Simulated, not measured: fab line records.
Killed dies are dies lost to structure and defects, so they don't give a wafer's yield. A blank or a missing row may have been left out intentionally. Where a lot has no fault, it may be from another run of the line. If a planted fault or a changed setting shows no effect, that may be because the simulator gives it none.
Split-lot study    flow berkeley_cmos170    on a route of 331 steps: 5 lots, 23 wafers read

## ON THE SPLIT
At UCB170_NLDD_PEB_04, the setting peb_temp_c was moved away from the recipe's 130 C on 9 of the 23 wafers read, by -0.8% to +1.4%. This setting was run at the recipe's value on the other wafers.

## FROM THE SPLIT ON TO THE READING: in between, the file shows 1 step
- UCB170_NLDD_DEVELOP_05: develop time 45 s

## THE READING
cd_nm at UCB170_NLDD_CD_MEAS_06, given in nm (cd target 1200 nm). Fault-free wafers of this fab line usually give 1199.9 nm, standard deviation 1.3 nm.

wafer   tool, chamber at the split  peb_temp_c as run, C  against the recipe  cd_nm, nm  against lot-mates on the recipe
L076.1  litho_track-02, 0           130                   recipe              1199.7     -
L076.2  litho_track-02, 0           130                   recipe              1199.9     -
L076.3  litho_track-02, 0           130                   recipe              1199.5     -
L076.4  litho_track-02, 0           130                   recipe              1202.0     -
L076.6  litho_track-02, 0           130                   recipe              1199.6     -
L079.2  litho_track-02, 0           130                   recipe              1198.7     -
L079.3  litho_track-02, 0           131.4                 +1.1%               1208.9     +10.3
L079.4  litho_track-02, 0           131.4                 +1.1%               1207.5     +8.9
L079.5  litho_track-02, 0           131.4                 +1.1%               1206.3     +7.7
L079.6  litho_track-02, 0           130                   recipe              1198.4     -
L080.2  litho_track-01, 0           130                   recipe              1198.7     -
L080.3  litho_track-01, 0           130                   recipe              1200.7     -
L080.4  litho_track-01, 0           130                   recipe              1200.0     -
L082.2  litho_track-01, 0           128.9                 -0.8%               1192.9     -6.4
L082.3  litho_track-01, 0           130                   recipe              1198.8     -
L082.4  litho_track-01, 0           128.9                 -0.8%               1193.3     -6.0
L082.5  litho_track-01, 0           128.9                 -0.8%               1193.4     -5.9
L082.6  litho_track-01, 0           130                   recipe              1199.8     -
L085.1  litho_track-02, 0           131.8                 +1.4%               1209.0     +11.5
L085.2  litho_track-02, 0           131.8                 +1.4%               1209.1     +11.5
L085.4  litho_track-02, 0           130                   recipe              1198.5     -
L085.5  litho_track-02, 0           130                   recipe              1196.6     -
L085.6  litho_track-02, 0           131.8                 +1.4%               1209.1     +11.5

FIT RESULTS
A straight line over all 23 wafers: cd_nm changes by +7.25 nm for each +1% of peb_temp_c; r = +0.98; the points scatter about the line by 1.1 nm.
The same after taking each lot's own level away (the mean of its wafers on the recipe; 23 wafers): +8.05 nm for each +1%; r = +0.99; scatter 0.81 nm.
That fit puts the effect of the largest move of peb_temp_c on the reading at 11 nm.
The span of the lots' own levels, 1197.55 to 1200.14 nm, comes to 2.0 times the standard deviation stated above.
The two slopes are in agreement: the lot-to-lot level therefore moves the slope only a little.
Check: with one of the wafers moved furthest among these (+1.4%) left out of the fit, the line predicts +11.3 nm for it against its lot-mates. It came out at +11.5 nm against them.

## THE OTHER SPLITS THESE WAFERS WENT THROUGH
These wafers also went through other splits before the reading. Each is held against what the fit with the lots' levels taken away leaves over:
other split on the same wafers           wafers away from the commonest value  r with cd_nm (lot level and that fit taken away)
UCB170_START_OXIDATION_02 temp_c         10                                    +0.06
UCB170_NWELL_OXIDATION_01 temp_c         10                                    -0.14
UCB170_NWELL_IMPLANT_14 energy_kev       9                                     +0.09
UCB170_PWELL_CVD_05 pressure_mtorr       18                                    -0.06
UCB170_WELLDRIVE_OXIDATION_01 ox_time_s  15                                    +0.05
UCB170_SCREENOX_OXIDATION_01 temp_c      18                                    -0.01
UCB170_PVT_STRIP_08 o2_flow_sccm         10                                    +0.20
UCB170_GATE_COAT_07 spin_rpm             9                                     -0.37

## THE FILE'S OWN FIT
cd_nm changes by +8.12 nm for each +1% of peb_temp_c, r = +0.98.
